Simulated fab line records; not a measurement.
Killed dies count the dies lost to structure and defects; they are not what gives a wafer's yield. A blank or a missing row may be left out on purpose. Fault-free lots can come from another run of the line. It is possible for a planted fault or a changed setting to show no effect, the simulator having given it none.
Which tool was responsible? || flow berkeley cmos170 || 45 wafers from 15 lots sampled at 4 of the route's 331 steps

## WHAT THE GAUGES SHOWED, per wafer
UCB170_ACTIVE_THK_MEAS_03.
{"lot": "L504", "measured": "day 3 17:49", "on": "film metro-02", "ACTIVE_OXIDE_THK (nm)": "27.2 28.3 27.6"}
{"lot": "L505", "measured": "day 3 17:49", "on": "film metro-04", "ACTIVE_OXIDE_THK (nm)": "26.8 26.5 26.6"}
{"lot": "L506", "measured": "day 4 03:08", "on": "film metro-04", "ACTIVE_OXIDE_THK (nm)": "39.2 40.0 40.0"}
{"lot": "L507", "measured": "day 4 06:00", "on": "film metro-02", "ACTIVE_OXIDE_THK (nm)": "27.1 26.8 27.4"}
{"lot": "L508", "measured": "day 4 14:43", "on": "film metro-04", "ACTIVE_OXIDE_THK (nm)": "38.5 39.6 39.3"}
{"lot": "L509", "measured": "day 4 13:05", "on": "film metro-02", "ACTIVE_OXIDE_THK (nm)": "26.8 27.0 26.8"}
{"lot": "L512", "measured": "day 5 08:08", "on": "film metro-04", "ACTIVE_OXIDE_THK (nm)": "39.5 39.3 39.6"}
{"lot": "L513", "measured": "day 5 06:18", "on": "film metro-04", "ACTIVE_OXIDE_THK (nm)": "26.8 26.6 27.0"}
{"lot": "L517", "measured": "day 6 11:22", "on": "film metro-03", "ACTIVE_OXIDE_THK (nm)": "26.0 25.9 25.8"}
{"lot": "L519", "measured": "day 7 01:10", "on": "film metro-02", "ACTIVE_OXIDE_THK (nm)": "26.7 26.6 26.2"}
{"lot": "L520", "measured": "day 7 01:07", "on": "film metro-03", "ACTIVE_OXIDE_THK (nm)": "25.9 26.1 26.3"}
{"lot": "L521", "measured": "day 7 01:08", "on": "film metro-04", "ACTIVE_OXIDE_THK (nm)": "26.0 26.3 26.4"}
{"lot": "L522", "measured": "day 7 13:52", "on": "film metro-04", "ACTIVE_OXIDE_THK (nm)": "25.3 26.1 26.1"}
{"lot": "L523", "measured": "day 7 19:17", "on": "film metro-04", "ACTIVE_OXIDE_THK (nm)": "25.5 25.4 26.0"}
{"lot": "L527", "measured": "day 8 06:10", "on": "film metro-03", "ACTIVE_OXIDE_THK (nm)": "26.8 27.2 26.5"}

UCB170_ACTIVE_OVL_MEAS_14.
{"lot": "L504", "measured": "day 3 23:59", "on": "overlay-02", "ACTIVE_OVL (nm)": "1 -1 1"}
{"lot": "L505", "measured": "day 4 00:59", "on": "overlay-02", "ACTIVE_OVL (nm)": "6 -2 -5"}
{"lot": "L506", "measured": "day 4 08:40", "on": "overlay-01", "ACTIVE_OVL (nm)": "4 8 3"}
{"lot": "L507", "measured": "day 4 13:27", "on": "overlay-01", "ACTIVE_OVL (nm)": "10 9 21"}
{"lot": "L508", "measured": "day 4 21:36", "on": "overlay-02", "ACTIVE_OVL (nm)": "-1 -3 -2"}
{"lot": "L509", "measured": "day 4 21:50", "on": "overlay-01", "ACTIVE_OVL (nm)": "-4 -5 -4"}
{"lot": "L512", "measured": "day 5 13:13", "on": "overlay-02", "ACTIVE_OVL (nm)": "4 14 20"}
{"lot": "L513", "measured": "day 5 11:44", "on": "overlay-02", "ACTIVE_OVL (nm)": "4 4 2"}
{"lot": "L517", "measured": "day 6 20:11", "on": "overlay-01", "ACTIVE_OVL (nm)": "-3 5 -4"}
{"lot": "L519", "measured": "day 7 08:46", "on": "overlay-02", "ACTIVE_OVL (nm)": "8 6 5"}
{"lot": "L520", "measured": "day 7 08:25", "on": "overlay-01", "ACTIVE_OVL (nm)": "-3 -2 -3"}
{"lot": "L521", "measured": "day 7 08:18", "on": "overlay-02", "ACTIVE_OVL (nm)": "1 -6 6"}
{"lot": "L522", "measured": "day 7 20:29", "on": "overlay-01", "ACTIVE_OVL (nm)": "-12 -5 -12"}
{"lot": "L523", "measured": "day 8 03:11", "on": "overlay-02", "ACTIVE_OVL (nm)": "-6 1 -5"}
{"lot": "L527", "measured": "day 8 13:38", "on": "overlay-02", "ACTIVE_OVL (nm)": "-5 2 1"}

UCB170_NVT_OVL_MEAS_06.
{"lot": "L504", "measured": "day 5 01:16", "on": "overlay-02", "NVT_OVL (nm)": "5 9 3"}
{"lot": "L505", "measured": "day 5 01:33", "on": "overlay-01", "NVT_OVL (nm)": "-5 3 -7"}
{"lot": "L506", "measured": "day 5 09:10", "on": "overlay-01", "NVT_OVL (nm)": "-8 -2 -6"}
{"lot": "L507", "measured": "day 5 12:53", "on": "overlay-02", "NVT_OVL (nm)": "-6 -7 -11"}
{"lot": "L508", "measured": "day 6 06:16", "on": "overlay-02", "NVT_OVL (nm)": "-4 -4 -4"}
{"lot": "L509", "measured": "day 6 05:58", "on": "overlay-01", "NVT_OVL (nm)": "-12 -10 -6"}
{"lot": "L512", "measured": "day 6 18:15", "on": "overlay-02", "NVT_OVL (nm)": "5 3 2"}
{"lot": "L513", "measured": "day 6 18:32", "on": "overlay-02", "NVT_OVL (nm)": "-2 4 -1"}
{"lot": "L517", "measured": "day 7 22:02", "on": "overlay-02", "NVT_OVL (nm)": "-7 -1 -4"}
{"lot": "L519", "measured": "day 8 18:14", "on": "overlay-01", "NVT_OVL (nm)": "0 -8 -11"}
{"lot": "L520", "measured": "day 8 18:36", "on": "overlay-01", "NVT_OVL (nm)": "-14 -10 -3"}
{"lot": "L521", "measured": "day 8 18:08", "on": "overlay-02", "NVT_OVL (nm)": "-7 1 2"}
{"lot": "L522", "measured": "day 9 05:25", "on": "overlay-02", "NVT_OVL (nm)": "0 1 3"}
{"lot": "L523", "measured": "day 9 14:08", "on": "overlay-02", "NVT_OVL (nm)": "-4 0 -4"}
{"lot": "L527", "measured": "day 9 23:50", "on": "overlay-01", "NVT_OVL (nm)": "5 2 1"}

## WHAT TOOL EACH LOT RAN ON (gives the tool, then ch and the chambers of the sampled wafers, and finally the start)
{"lot": "L504", "UCB170_ACTIVE_OXIDATION_02": "furnace-04 ch 0, day 3 16:28"}
{"lot": "L505", "UCB170_ACTIVE_OXIDATION_02": "furnace-04 ch 0, day 3 16:28"}
{"lot": "L506", "UCB170_ACTIVE_OXIDATION_02": "furnace-01 ch 0, day 3 23:12 and furnace-03 ch 0, day 4 01:47"}
{"lot": "L507", "UCB170_ACTIVE_OXIDATION_02": "furnace-03 ch 0, day 4 04:37"}
{"lot": "L508", "UCB170_ACTIVE_OXIDATION_02": "furnace-03 ch 0, day 4 11:43 and furnace-04 ch 0, day 4 13:20"}
{"lot": "L509", "UCB170_ACTIVE_OXIDATION_02": "furnace-03 ch 0, day 4 11:43"}
{"lot": "L512", "UCB170_ACTIVE_OXIDATION_02": "furnace-03 ch 0, day 5 04:57 and furnace-04 ch 0, day 5 06:46"}
{"lot": "L513", "UCB170_ACTIVE_OXIDATION_02": "furnace-03 ch 0, day 5 04:57"}
{"lot": "L517", "UCB170_ACTIVE_OXIDATION_02": "furnace-04 ch 0, day 6 09:50"}
{"lot": "L519", "UCB170_ACTIVE_OXIDATION_02": "furnace-04 ch 0, day 6 23:46"}
{"lot": "L520", "UCB170_ACTIVE_OXIDATION_02": "furnace-04 ch 0, day 6 23:46"}
{"lot": "L521", "UCB170_ACTIVE_OXIDATION_02": "furnace-04 ch 0, day 6 23:46"}
{"lot": "L522", "UCB170_ACTIVE_OXIDATION_02": "furnace-01 ch 0, day 7 12:29"}
{"lot": "L523", "UCB170_ACTIVE_OXIDATION_02": "furnace-01 ch 0, day 7 17:56"}
{"lot": "L527", "UCB170_ACTIVE_OXIDATION_02": "furnace-03 ch 0, day 8 04:49"}
- UCB170_ACTIVE_OXIDATION_02: target thk 26.4 nm, ox time 1260 s.

## WHAT THE TOOLS THEMSELVES READ (means of the sampled wafers that have a number; where no wafer has one, the mark that the record gives instead)
UCB170_ACTIVE_OXIDATION_02.
{"lot": "L504", "tool": "furnace-04", "spike tc load C (C)": 1022, "zone power load pct (%)": 37}
{"lot": "L505", "tool": "furnace-04", "spike tc load C (C)": 1022, "zone power load pct (%)": 37}
{"lot": "L506", "tool": "furnace-01/furnace-03", "spike tc load C (C)": 1029, "zone power load pct (%)": 36}
{"lot": "L507", "tool": "furnace-03", "spike tc load C (C)": 1031, "zone power load pct (%)": 43}
{"lot": "L508", "tool": "furnace-03/furnace-04", "spike tc load C (C)": 1026, "zone power load pct (%)": 40}
{"lot": "L509", "tool": "furnace-03", "spike tc load C (C)": 1031, "zone power load pct (%)": 43}
{"lot": "L512", "tool": "furnace-03/furnace-04", "spike tc load C (C)": 1026, "zone power load pct (%)": 40}
{"lot": "L513", "tool": "furnace-03", "spike tc load C (C)": 1031, "zone power load pct (%)": 43}
{"lot": "L517", "tool": "furnace-04", "spike tc load C (C)": 1022, "zone power load pct (%)": 37}
{"lot": "L519", "tool": "furnace-04", "spike tc load C (C)": 1022, "zone power load pct (%)": 37}
{"lot": "L520", "tool": "furnace-04", "spike tc load C (C)": 1022, "zone power load pct (%)": 37}
{"lot": "L521", "tool": "furnace-04", "spike tc load C (C)": 1022, "zone power load pct (%)": 37}
{"lot": "L522", "tool": "furnace-01", "spike tc load C (C)": 1028, "zone power load pct (%)": 30}
{"lot": "L523", "tool": "furnace-01", "spike tc load C (C)": 1028, "zone power load pct (%)": 30}
{"lot": "L527", "tool": "furnace-03", "spike tc load C (C)": 1030, "zone power load pct (%)": 43}

## THE ANSWER, worked out from the rows above alone
Rule: the lots themselves supply what counts as usual. Put in order of their means at a reading, lots are off if they are a third of the lots or fewer, leave a main group of 4 or more, and stand apart from it by a gap of 3 or more times the standard deviation of the main group's means; of several such gaps the widest counts. The tables above print the reading to a certain number of digits; a main group whose means all agree to those digits is not used. Also off: a lot with no number at a reading for which 4 or more lots have one. The other lots that the step has rows for count as sound. The gauges are gone through in route order, then the tools' own readings, and for those a lot's mean is taken as printed above. The first step at which some lot is off is used, and at that step the reading that is off furthest; a lot without a number counts as furthest.
Off: at UCB170_ACTIVE_THK_MEAS_03 (ACTIVE_OXIDE_THK), L506, L508, L512. For the main group the mean is 26.5 nm and the standard deviation 0.57.
A tool fits if, at a process step before that reading, it ran every lot that is off, and no sound lot after the first of them. The gauges at UCB170_ACTIVE_THK_MEAS_03 are tried like those tools. No candidate that was tried fits.

## WHAT WAS PUT IN BY THE SIMULATOR
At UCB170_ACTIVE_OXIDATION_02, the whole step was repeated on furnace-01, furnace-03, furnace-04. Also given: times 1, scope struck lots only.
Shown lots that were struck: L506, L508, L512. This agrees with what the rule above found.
